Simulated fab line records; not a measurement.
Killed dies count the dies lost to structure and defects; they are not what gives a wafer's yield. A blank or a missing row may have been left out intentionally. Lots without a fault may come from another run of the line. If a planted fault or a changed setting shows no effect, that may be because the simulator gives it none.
fab line records	flow berkeley-cmos170
record lots=5	wafers=23
route steps=331 shown PWELL@49 ACTIVE@65 FIELD@90 NVT@111 PVT@122 GATE@125 NLDD@166 PSD@176
start-h: hours from the record's opening day to when the first of the lot's shown wafers began	wait-h: time in hours since the lot's previous step	" unchanged from the row above	L1.1+2: a row that stands for several wafers	- value missing, or start not given	* or withheld: withheld	< > ~ a bound
route shown NAME@n: NAME is a module with steps in the file, n the number in the route of the first one	usual: mean/standard deviation taken from wafers without a fault	same: alike in all rows	chamber/n: place in a boat	sites: per-site readings	_std_site: their standard deviation	_edge_site: outer sites' mean less inner sites'	radius-mm: how far each site lies from the wafer's centre	mask NAME#n: copy n	behind: the most recent tool/chamber to have shaped the wafer	hold: why the lot was held/for how many hours/how that ended	device: the n, p or np transistor that did not switch	end of line: tests of these same wafers at the route's end	for a step that has no rows: nothing shown but its recipe	killed: count of dies lost to structure and defects at first sort (not the wafer's yield)	map: the dies of a wafer, with x for killed, . for not killed, _ for no die there
set.NAME: the setting as run; set.NAME@STEP: as run at that earlier step	model.NAME: the simulator's own value behind a step, which no gauge read
lots run with intentionally changed settings; tables by step, rows by wafer
## steps
# step UCB170_PWELL_IMPLANT_15
# recipe species=B	dose-cm2=5e+12	energy-kev=60	tilt-deg=7
lot.wafer	tool	chamber	start-h	wait-h	set.dose-cm2
L074.1+2+6	implanter-01	0	50.91	0.1	5e+12
L074.4+5	"	0	"	"	5.214e+12
L077.1+5+6	implanter-01	0	70.62	0.1	4.841e+12
L077.2+3	"	0	"	"	5e+12
L079.3+4+5	implanter-04	0	78.89	0.1	5e+12
L081.1+4+6	implanter-02	0	92.77	0.1	5e+12
L081.2+3	"	0	"	"	4.631e+12
L080.1+3+5	implanter-01	0	92.96	0.1	5e+12
L080.4+6	"	0	"	"	5.37e+12
# step UCB170_PWELL_STRIP_16
# recipe chemistry=O2	power-w=400	pressure-mtorr=3500	platen-temp-c=withheld	o2-flow-sccm=400	overash-fraction=0.5
# step UCB170_PWELL_TW_MEAS_17
# usual PWELL_TW=381/3.6
lot.wafer	tool	chamber	start-h	wait-h	set.dose-cm2@PWELL_IMPLANT_15	PWELL_TW
L074.1	film-metro-01	-	51.16	0.1	5e+12	378
L074.2	"	-	"	"	5e+12	379
L074.4	"	-	"	"	5.214e+12	384
L074.5	"	-	"	"	5.214e+12	385
L074.6	"	-	"	"	5e+12	379
L077.1	film-metro-02	-	70.87	0.1	4.841e+12	371
L077.2	"	-	"	"	5e+12	373
L077.3	"	-	"	"	5e+12	375
L077.5	"	-	"	"	4.841e+12	372
L077.6	"	-	"	"	4.841e+12	372
L079.3	film-metro-01	-	79.11	0.1	5e+12	380
L079.4	"	-	"	"	5e+12	382
L079.5	"	-	"	"	5e+12	381
L081.1	film-metro-02	-	93.02	0.1	5e+12	379
L081.2	"	-	"	"	4.631e+12	369
L081.3	"	-	"	"	4.631e+12	368
L081.4	"	-	"	"	5e+12	380
L081.6	"	-	"	"	5e+12	377
L080.1	film-metro-01	-	93.21	0.1	5e+12	380
L080.3	"	-	"	"	5e+12	382
L080.4	"	-	"	"	5.37e+12	391
L080.5	"	-	"	"	5e+12	383
L080.6	"	-	"	"	5.37e+12	391
# step UCB170_ACTIVE_CVD_05
# recipe material=Si3N4	target-thk-nm=220	temp-c=800	precursor=SiH2Cl2/NH3	time-s=3300	pressure-mtorr=200	sih2cl2-flow-sccm=25	nh3-flow-sccm=75
lot.wafer	tool	chamber	start-h	wait-h	set.sih2cl2-flow-sccm	model.Si3N4_of_ACTIVE_CVD_05.thk-nm
L074.1	-	-	-	1.0	27.7	226.9
L074.2	"	-	"	"	27.7	227.8
L074.4	"	-	"	"	27.7	228.4
L074.5	"	-	"	"	27.7	228
L074.6	"	-	"	"	27.7	228.8
L077.1	-	-	-	0.0	21.96	213.5
L077.2	"	-	"	"	21.96	212.9
L077.3	"	-	"	"	21.96	212.6
L077.5	"	-	"	"	21.96	214
L077.6	"	-	"	"	21.96	214.8
L079.3	lpcvd-01	1	100.77	0.0	25	222
L079.4	"	1	"	"	25	222.2
L079.5	"	1	"	"	25	221.5
L080.1	-	-	-	0.0	25	223.4
L080.3	"	-	"	"	25	222.8
L080.4	"	-	"	"	25	220.8
L080.5	"	-	"	"	25	221.7
L080.6	"	-	"	"	25	223.2
L081.1	-	-	-	0.0	22.11	214.5
L081.2	"	-	"	"	22.11	213.7
L081.3	"	-	"	"	22.11	215.1
L081.4	"	-	"	"	22.11	214.9
L081.6	"	-	"	"	22.11	214.1
# step UCB170_ACTIVE_THK_MEAS_06
# recipe reads=Si3N4_of_ACTIVE_CVD_05
# usual ACTIVE_NITRIDE_THK=220.7/2.4
lot.wafer	tool	chamber	start-h	wait-h	set.sih2cl2-flow-sccm@ACTIVE_CVD_05	ACTIVE_NITRIDE_THK[nm]
L074.1	film-metro-03	-	-	-	27.7	226.9
L074.2	"	-	"	"	27.7	227.9
L074.4	"	-	"	"	27.7	228.4
L074.5	"	-	"	"	27.7	227.9
L074.6	"	-	"	"	27.7	228.7
L079.3	film-metro-03	-	102.71	0.0	25	222.1
L079.4	"	-	"	"	25	222.3
L079.5	"	-	"	"	25	221.4
L077.1	film-metro-03	-	-	-	21.96	213.5
L077.2	"	-	"	"	21.96	213.0
L077.3	"	-	"	"	21.96	212.6
L077.5	"	-	"	"	21.96	214.0
L077.6	"	-	"	"	21.96	215.0
L080.1	film-metro-04	-	-	-	25	223.5
L080.3	"	-	"	"	25	222.8
L080.4	"	-	"	"	25	220.7
L080.5	"	-	"	"	25	221.8
L080.6	"	-	"	"	25	223.1
L081.1	film-metro-01	-	-	-	22.11	214.5
L081.2	"	-	"	"	22.11	213.8
L081.3	"	-	"	"	22.11	214.9
L081.4	"	-	"	"	22.11	215.0
L081.6	"	-	"	"	22.11	214.0
# step UCB170_ACTIVE_HMDS_07
# recipe prime-time-s=60	prime-temp-c=100
# step UCB170_ACTIVE_COAT_08
# recipe resist=KrF	spin-rpm=1500	resist-thk-nm=900
# step UCB170_ACTIVE_ETCH_15
# recipe chemistry=CH3F/Ar/O2	target=Si3N4	stop-on=SiO2	CH3F_flow_sccm=20	Ar_flow_sccm=50	O2_flow_sccm=7	pressure-mtorr=50	rf-w=450	target-depth-a=2420	over-etch-frac=0.1	time-s=151
lot.wafer	tool	chamber	start-h	wait-h	set.sih2cl2-flow-sccm@ACTIVE_CVD_05	model.etch.depth-nm
L074.1	rie-diel-03	0	92.08	0.0	27.7	226.9
L074.2	"	3	"	"	27.7	227.8
L074.4	"	3	"	"	27.7	228.4
L074.5	"	2	"	"	27.7	228
L074.6	"	0	"	"	27.7	228.8
L079.3	rie-diel-04	0	103.74	0.0	25	222
L079.4	"	1	"	"	25	222.2
L079.5	"	0	"	"	25	221.5
L077.1	rie-diel-01	2	104.26	0.0	21.96	213.5
L077.2	"	3	"	"	21.96	212.9
L077.3	"	1	"	"	21.96	212.6
L077.5	"	0	"	"	21.96	214
L077.6	"	1	"	"	21.96	214.8
L080.1	rie-diel-03	0	124.94	0.0	25	223.4
L080.3	"	2	"	"	25	222.8
L080.4	"	1	"	"	25	220.8
L080.5	"	1	"	"	25	221.7
L080.6	"	2	"	"	25	223.2
L081.1	rie-diel-01	0	125.18	0.0	22.11	214.5
L081.2	"	1	"	"	22.11	213.7
L081.3	"	3	"	"	22.11	215.1
L081.4	"	2	"	"	22.11	214.9
L081.6	"	1	"	"	22.11	214.1
# step UCB170_ACTIVE_STRIP_16
# recipe chemistry=O2	power-w=400	pressure-mtorr=3500	platen-temp-c=withheld	o2-flow-sccm=400	overash-fraction=0.5
# usual oes-product-au=0.720/0.0039	strip-time-to-endpoint-s=18.07/0.089
lot.wafer	tool	chamber	start-h	wait-h	set.power-w	oes-product-au	strip-time-to-endpoint-s
L074.1	plasma-asher-04	1	92.18	0.1	375.3	0.699	18.97
L074.2	"	0	"	"	400	0.726	18.05
L074.4	"	1	"	"	400	0.725	18.10
L074.5	"	0	"	"	375.3	0.688	18.86
L074.6	"	1	"	"	400	0.724	18.03
L079.3	plasma-asher-01	1	103.88	0.1	400	0.721	18.21
L079.4	"	0	"	"	400	0.712	18.19
L079.5	"	1	"	"	400	0.723	18.19
L077.1	plasma-asher-04	0	104.36	0.1	400	0.720	18.11
L077.2	"	1	"	"	400	0.723	18.13
L077.3	"	1	"	"	400	0.725	18.11
L077.5	"	0	"	"	400	0.720	18.11
L077.6	"	1	"	"	400	0.721	18.07
L080.1	plasma-asher-01	0	125.04	0.1	400	0.715	18.04
L080.3	"	0	"	"	416	0.732	17.51
L080.4	"	1	"	"	416	0.737	17.57
L080.5	"	1	"	"	400	0.723	18.04
L080.6	"	0	"	"	400	0.715	18.05
L081.1	plasma-asher-04	1	125.28	0.1	400	0.719	18.14
L081.2	"	0	"	"	400	0.724	18.07
L081.3	"	0	"	"	400	0.721	18.20
L081.4	"	1	"	"	413	0.732	17.87
L081.6	"	0	"	"	413	0.734	17.70
# step UCB170_FIELD_OXIDATION_01
# recipe temp-c=1000	ambient=H2O	p-h2o-torr=584.62	target-thk-a=5583	ox-time-s=7200
lot.wafer	tool	chamber	start-h	wait-h	set.temp-c	set.sih2cl2-flow-sccm@ACTIVE_CVD_05	model.SiO2_of_FIELD_OXIDATION_01.thk-nm	model.Si3N4_of_ACTIVE_CVD_05.thk-nm
L074.1	-	-	-	2.5	1009	27.7	605.4	219.2
L074.2	"	-	"	"	1009	27.7	602.5	220.2
L074.4	"	-	"	"	1009	27.7	600.8	220.8
L074.5	"	-	"	"	1009	27.7	600.4	220.4
L074.6	"	-	"	"	1009	27.7	605.7	221.1
L077.1	-	-	-	2.0	1000	21.96	550.6	206.3
L077.2	"	-	"	"	1000	21.96	545.8	205.7
L077.3	"	-	"	"	1000	21.96	551.5	205.4
L077.5	"	-	"	"	1000	21.96	548.3	206.7
L077.6	"	-	"	"	1000	21.96	547.8	207.6
L079.3	furnace-01	0	108.45	2.5	1000	25	557.8	214.8
L079.4	"	0	"	"	1000	25	554.1	214.9
L079.5	"	0	"	"	1000	25	552.8	214.2
L080.1	-	-	-	3.2	1008	25	570.1	215.8
L080.3	"	-	"	"	1008	25	579.3	215.2
L080.4	"	-	"	"	1008	25	588	213.2
L080.5	"	-	"	"	1008	25	579.4	214.1
L080.6	"	-	"	"	1008	25	576.6	215.6
L081.1	-	-	-	3.2	979.6	22.11	483.5	208.1
L081.2	"	-	"	"	979.6	22.11	473.5	207.3
L081.3	"	-	"	"	979.6	22.11	486.1	208.7
L081.4	"	-	"	"	979.6	22.11	490	208.5
L081.6	"	-	"	"	979.6	22.11	477.9	207.8
# step UCB170_FIELD_THK_MEAS_02
# recipe reads=SiO2_of_FIELD_OXIDATION_01
# usual FIELD_OXIDE_THK=558/11
lot.wafer	tool	chamber	start-h	wait-h	set.temp-c@FIELD_OXIDATION_01	FIELD_OXIDE_THK[nm]
L074.1	film-metro-02	-	-	-	1009	605
L074.2	"	-	"	"	1009	602
L074.4	"	-	"	"	1009	601
L074.5	"	-	"	"	1009	600
L074.6	"	-	"	"	1009	606
L077.1	film-metro-02	-	-	-	1000	550
L077.2	"	-	"	"	1000	546
L077.3	"	-	"	"	1000	552
L077.5	"	-	"	"	1000	548
L077.6	"	-	"	"	1000	548
L079.3	film-metro-04	-	111.47	0.0	1000	558
L079.4	"	-	"	"	1000	555
L079.5	"	-	"	"	1000	552
L080.1	film-metro-02	-	-	-	1008	570
L080.3	"	-	"	"	1008	580
L080.4	"	-	"	"	1008	588
L080.5	"	-	"	"	1008	580
L080.6	"	-	"	"	1008	576
L081.1	film-metro-04	-	-	-	979.6	484
L081.2	"	-	"	"	979.6	473
L081.3	"	-	"	"	979.6	486
L081.4	"	-	"	"	979.6	490
L081.6	"	-	"	"	979.6	478
# step UCB170_FIELD_ANNEAL_03
# recipe temp-c=1000	time-s=1200	ambient=N2
# step UCB170_FIELD_WET_ETCH_04
# recipe chemistry=dHF	dilution=10:1	target=SiO2	temp-c=25	time-s=60
# step UCB170_FIELD_WET_ETCH_05
# recipe chemistry=H3PO4	target=Si3N4	temp-c=160	time-s=12600
# step UCB170_FIELD_WET_ETCH_06
# recipe chemistry=BOE	dilution=5:1	target=SiO2	temp-c=25	time-s=22
# step UCB170_FIELD_THK_MEAS_90
# recipe reads=SiO2_of_FIELD_OXIDATION_01
# usual FIELD_OXIDE_LEFT_1_THK=441/11
lot.wafer	tool	chamber	start-h	wait-h	set.temp-c@FIELD_OXIDATION_01	FIELD_OXIDE_LEFT_1_THK[nm]
L074.1	film-metro-04	-	115.83	0.0	1009	489
L074.2	"	-	"	"	1009	486
L074.4	"	-	"	"	1009	485
L074.5	"	-	"	"	1009	485
L074.6	"	-	"	"	1009	489
L077.1	film-metro-01	-	120.37	0.0	1000	433
L077.2	"	-	"	"	1000	429
L077.3	"	-	"	"	1000	435
L077.5	"	-	"	"	1000	432
L077.6	"	-	"	"	1000	431
L079.3	film-metro-02	-	120.39	0.0	1000	442
L079.4	"	-	"	"	1000	438
L079.5	"	-	"	"	1000	436
L080.1	film-metro-01	-	142.99	0.0	1008	453
L080.3	"	-	"	"	1008	462
L080.4	"	-	"	"	1008	471
L080.5	"	-	"	"	1008	462
L080.6	"	-	"	"	1008	460
L081.1	film-metro-02	-	143.00	0.0	979.6	367
L081.2	"	-	"	"	979.6	357
L081.3	"	-	"	"	979.6	370
L081.4	"	-	"	"	979.6	374
L081.6	"	-	"	"	979.6	361
# step UCB170_NVT_IMPLANT_07
# recipe species=BF2	dose-cm2=3e+12	energy-kev=50	tilt-deg=7
lot.wafer	tool	chamber	start-h	wait-h	set.energy-kev	model.implant.rp-nm	model.implant.drp-nm
L074.1+2+4+5+6	implanter-03	0	133.02	0.0	50	36.99	18.57
L077.1+2	implanter-04	0	133.43	0.0	50	37.97	18.57
L077.3+5+6	"	0	"	"	52.93	40.17	19.35
L079.3+4+5	implanter-03	0	133.75	0.1	50	36.86	18.57
L080.1+3	implanter-01	0	160.41	0.0	50	37.4	18.57
L080.4+5+6	"	0	"	"	47.04	35.21	17.78
L081.1+2+3+4+6	implanter-04	0	160.75	0.0	50	36.91	18.57
# step UCB170_PVT_IMPLANT_07
# recipe species=P	dose-cm2=2e+12	energy-kev=30	tilt-deg=7
lot.wafer	tool	chamber	start-h	wait-h	set.energy-kev	model.implant.drp-nm
L074.1+2	implanter-03	0	136.20	0.0	28.42	16.03
L074.4+5+6	"	0	"	"	30	16.56
L077.1+6	implanter-01	0	137.13	0.0	30	16.56
L077.2+3+5	"	0	"	"	29.17	16.28
L079.3+4+5	implanter-03	0	137.25	0.1	30	16.56
L080.1+3+6	implanter-02	0	162.20	0.0	30	16.56
L080.4+5	"	0	"	"	30.65	16.86
L081.1+3+4	implanter-01	0	163.41	0.0	30	16.56
L081.2+6	"	0	"	"	29.43	16.37
# step UCB170_PVT_STRIP_08
# recipe chemistry=O2	power-w=400	pressure-mtorr=3500	platen-temp-c=withheld	o2-flow-sccm=400	overash-fraction=0.5
# step UCB170_GATE_WET_ETCH_00
# recipe chemistry=dHF	dilution=25:1	target=SiO2	temp-c=25	time-s=200
# step UCB170_FIELD_THK_MEAS_91
# recipe reads=SiO2_of_FIELD_OXIDATION_01
# usual FIELD_OXIDE_LEFT_2_THK=352/11
lot.wafer	tool	chamber	start-h	wait-h	set.temp-c@FIELD_OXIDATION_01	FIELD_OXIDE_LEFT_2_THK[nm]
L074.1	film-metro-01	-	136.57	0.0	1009	400
L074.2	"	-	"	"	1009	397
L074.4	"	-	"	"	1009	396
L074.5	"	-	"	"	1009	395
L074.6	"	-	"	"	1009	401
L077.1	film-metro-01	-	137.50	0.0	1000	345
L077.2	"	-	"	"	1000	340
L077.3	"	-	"	"	1000	346
L077.5	"	-	"	"	1000	343
L077.6	"	-	"	"	1000	342
L079.3	film-metro-02	-	137.59	0.0	1000	353
L079.4	"	-	"	"	1000	349
L079.5	"	-	"	"	1000	347
L080.1	film-metro-04	-	165.32	0.0	1008	365
L080.3	"	-	"	"	1008	374
L080.4	"	-	"	"	1008	382
L080.5	"	-	"	"	1008	374
L080.6	"	-	"	"	1008	371
L081.1	film-metro-01	-	165.32	0.0	979.6	279
L081.2	"	-	"	"	979.6	269
L081.3	"	-	"	"	979.6	282
L081.4	"	-	"	"	979.6	285
L081.6	"	-	"	"	979.6	273
# step UCB170_NLDD_IMPLANT_08
# recipe species=As	dose-cm2=5e+13	energy-kev=30	tilt-deg=7	rotation-deg=0
lot.wafer	tool	chamber	start-h	wait-h	set.dose-cm2
L074.1+5+6	implanter-04	0	159.32	0.0	5.153e+13
L074.2+4	"	0	"	"	5e+13
L077.1+5+6	implanter-03	0	160.71	0.0	5.171e+13
L077.2+3	"	0	"	"	5e+13
L079.3+4+5	implanter-04	0	161.13	0.1	5e+13
L081.1+2+6	implanter-03	0	180.93	0.0	5e+13
L081.3+4	"	0	"	"	5.147e+13
L080.1+5+6	implanter-02	0	181.17	0.0	4.898e+13
L080.3+4	"	0	"	"	5e+13
# step UCB170_PSD_COAT_01
# recipe resist=KrF	spin-rpm=1500	resist-thk-nm=900
lot.wafer	tool	chamber	start-h	wait-h	set.spin-rpm	model.KrF_of_PSD_COAT_01.thk-nm
L074.1	litho-track-01	0	164.96	0.1	1597	867.3
L074.2	"	0	"	"	1500	892.9
L074.4	"	0	"	"	1500	895.5
L074.5	"	0	"	"	1500	895.6
L074.6	"	0	"	"	1597	865.6
L077.1	litho-track-01	0	165.41	0.1	1500	896.9
L077.2	"	0	"	"	1500	894.2
L077.3	"	0	"	"	1552	882.3
L077.5	"	0	"	"	1500	896.5
L077.6	"	0	"	"	1552	883
L079.3	litho-track-01	0	165.91	0.1	1500	893
L079.4	"	0	"	"	1500	899
L079.5	"	0	"	"	1500	894.7
L081.1	litho-track-01	0	188.33	0.1	1500	899.4
L081.2	"	0	"	"	1578	878.9
L081.3	"	0	"	"	1500	900.6
L081.4	"	0	"	"	1578	879.2
L081.6	"	0	"	"	1500	901.8
L080.1	litho-track-03	0	188.40	0.1	1500	902.6
L080.3	"	0	"	"	1500	900.3
L080.4	"	0	"	"	1500	902.9
L080.5	"	0	"	"	1500	901.2
L080.6	"	0	"	"	1500	901.6
# step UCB170_PSD_EXPOSE_03
# recipe mask-id=PSELECT_MOD	na=0.5	sigma-outer=0.6	source-shape=conventional	target-cd-nm=1200	dose-mj=30
lot.wafer	tool	chamber	start-h	wait-h	mask	set.dose-mj
L074.1+4	krf-scanner-01	0	165.38	0.2	PSELECT_MOD#0	30
L074.2+5+6	"	0	"	"	PSELECT_MOD#0	30.93
L077.1+3+6	krf-scanner-01	0	165.73	0.1	PSELECT_MOD#0	30
L077.2+5	"	0	"	"	PSELECT_MOD#0	30.93
L079.3+4+5	krf-scanner-01	0	166.20	0.1	PSELECT_MOD#0	30
L081.1+2+4	krf-scanner-01	0	188.63	0.1	PSELECT_MOD#0	30
L081.3+6	"	0	"	"	PSELECT_MOD#0	28.41
L080.1+4+6	krf-scanner-01	0	188.75	0.2	PSELECT_MOD#0	30
L080.3+5	"	0	"	"	PSELECT_MOD#0	28.62
# step UCB170_PSD_PEB_04
# recipe peb-temp-c=130	peb-time-s=withheld	resist=KrF
# step UCB170_PSD_DEVELOP_05
# recipe developer=TMAH	develop-time-s=45	resist=KrF	dev-temp-c=21
# step UCB170_PSD_CD_MEAS_06
# recipe target-cd-nm=1200
# usual cd-nm=1200.6/1.1
lot.wafer	tool	chamber	start-h	wait-h	set.dose-mj@PSD_EXPOSE_03	cd-nm
L074.1	cd-sem-02	-	166.43	-	30	1201.5
L074.2	"	-	"	"	30.93	1205.6
L074.4	"	-	"	"	30	1200.1
L074.5	"	-	"	"	30.93	1205.5
L074.6	"	-	"	"	30.93	1206.0
L077.1	cd-sem-01	-	166.71	-	30	1200.0
L077.2	"	-	"	"	30.93	1205.3
L077.3	"	-	"	"	30	1200.4
L077.5	"	-	"	"	30.93	1205.1
L077.6	"	-	"	"	30	1200.0
L079.3	cd-sem-01	-	167.02	-	30	1203.7
L079.4	"	-	"	"	30	1202.0
L079.5	"	-	"	"	30	1203.9
L081.1	cd-sem-01	-	189.36	-	30	1200.1
L081.2	"	-	"	"	30	1200.9
L081.3	"	-	"	"	28.41	1190.8
L081.4	"	-	"	"	30	1200.6
L081.6	"	-	"	"	28.41	1189.8
L080.1	cd-sem-02	-	189.52	-	30	1200.7
L080.3	"	-	"	"	28.62	1191.8
L080.4	"	-	"	"	30	1200.7
L080.5	"	-	"	"	28.62	1191.7
L080.6	"	-	"	"	30	1200.4
# step UCB170_PSD_IMPLANT_08
# recipe species=B	dose-cm2=3e+15	energy-kev=20	tilt-deg=7
# step UCB170_PSD_STRIP_09
# recipe chemistry=O2	power-w=400	pressure-mtorr=3500	platen-temp-c=withheld	o2-flow-sccm=400	overash-fraction=0.5
# usual strip-time-to-endpoint-s=29.37/0.09
lot.wafer	tool	chamber	start-h	wait-h	set.spin-rpm@PSD_COAT_01	strip-time-to-endpoint-s
L074.1	plasma-asher-04	0	166.74	0.1	1597	28.56
L074.2	"	1	"	"	1500	29.20
L074.4	"	1	"	"	1500	29.29
L074.5	"	1	"	"	1500	29.28
L074.6	"	0	"	"	1597	28.55
L077.1	plasma-asher-02	0	167.01	0.1	1500	29.29
L077.2	"	1	"	"	1500	29.26
L077.3	"	0	"	"	1552	28.96
L077.5	"	1	"	"	1500	29.27
L077.6	"	0	"	"	1552	28.99
L079.3	plasma-asher-02	0	167.40	0.2	1500	29.20
L079.4	"	1	"	"	1500	29.39
L079.5	"	0	"	"	1500	29.26
L081.1	plasma-asher-04	1	189.66	0.1	1500	29.37
L081.2	"	0	"	"	1578	28.83
L081.3	"	1	"	"	1500	29.35
L081.4	"	0	"	"	1578	28.87
L081.6	"	1	"	"	1500	29.37
L080.1	plasma-asher-01	0	189.83	0.1	1500	29.47
L080.3	"	0	"	"	1500	29.46
L080.4	"	1	"	"	1500	29.47
L080.5	"	0	"	"	1500	29.42
L080.6	"	1	"	"	1500	29.51
## key
split step=UCB170_PWELL_IMPLANT_15	setting=dose-cm2	stated=5e+12	by=wafer
response step=UCB170_PWELL_TW_MEAS_17	reading=PWELL_TW	change=+1.3	per=1%	r=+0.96
split step=UCB170_ACTIVE_CVD_05	setting=sih2cl2-flow-sccm	stated=25	by=lot
response step=UCB170_ACTIVE_CVD_05	reading=model.Si3N4_of_ACTIVE_CVD_05.thk-nm	change=+0.627	per=1%	r=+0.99
response step=UCB170_ACTIVE_THK_MEAS_06	reading=ACTIVE_NITRIDE_THK	change=+0.627	per=1%	r=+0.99
response step=UCB170_ACTIVE_ETCH_15	reading=model.etch.depth-nm	change=+0.627	per=1%	r=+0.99
response step=UCB170_FIELD_OXIDATION_01	reading=model.Si3N4_of_ACTIVE_CVD_05.thk-nm	change=+0.589	per=1%	r=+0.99
split step=UCB170_ACTIVE_STRIP_16	setting=power-w	stated=400	by=wafer
response step=UCB170_ACTIVE_STRIP_16	reading=oes-product-au	change=+0.0046	per=1%	r=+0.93
response step=UCB170_ACTIVE_STRIP_16	reading=strip-time-to-endpoint-s	change=*	per=1%	r=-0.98
split step=UCB170_FIELD_OXIDATION_01	setting=temp-c	stated=1000	by=lot
response step=UCB170_FIELD_OXIDATION_01	reading=model.SiO2_of_FIELD_OXIDATION_01.thk-nm	change=+37.6	per=1%	r=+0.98
response step=UCB170_FIELD_THK_MEAS_02	reading=FIELD_OXIDE_THK	change=+37.6	per=1%	r=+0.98
response step=UCB170_FIELD_THK_MEAS_90	reading=FIELD_OXIDE_LEFT_1_THK	change=+37.6	per=1%	r=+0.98
response step=UCB170_FIELD_THK_MEAS_91	reading=FIELD_OXIDE_LEFT_2_THK	change=+37.3	per=1%	r=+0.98
split step=UCB170_NVT_IMPLANT_07	setting=energy-kev	stated=50	by=wafer
response step=UCB170_NVT_IMPLANT_07	reading=model.implant.rp-nm	change=+0.373	per=1%	r=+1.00
response step=UCB170_NVT_IMPLANT_07	reading=model.implant.drp-nm	change=+0.134	per=1%	r=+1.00
split step=UCB170_PVT_IMPLANT_07	setting=energy-kev	stated=30	by=wafer
response step=UCB170_PVT_IMPLANT_07	reading=model.implant.drp-nm	change=+0.105	per=1%	r=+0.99
split step=UCB170_NLDD_IMPLANT_08	setting=dose-cm2	stated=5e+13	by=wafer
response none in this file
split step=UCB170_PSD_COAT_01	setting=spin-rpm	stated=1500	by=wafer
response step=UCB170_PSD_COAT_01	reading=model.KrF_of_PSD_COAT_01.thk-nm	change=-4.21	per=1%	r=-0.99
response step=UCB170_PSD_STRIP_09	reading=strip-time-to-endpoint-s	change=*	per=1%	r=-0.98
split step=UCB170_PSD_EXPOSE_03	setting=dose-mj	stated=30	by=wafer
response step=UCB170_PSD_CD_MEAS_06	reading=cd-nm	change=+1.83	per=1%	r=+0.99
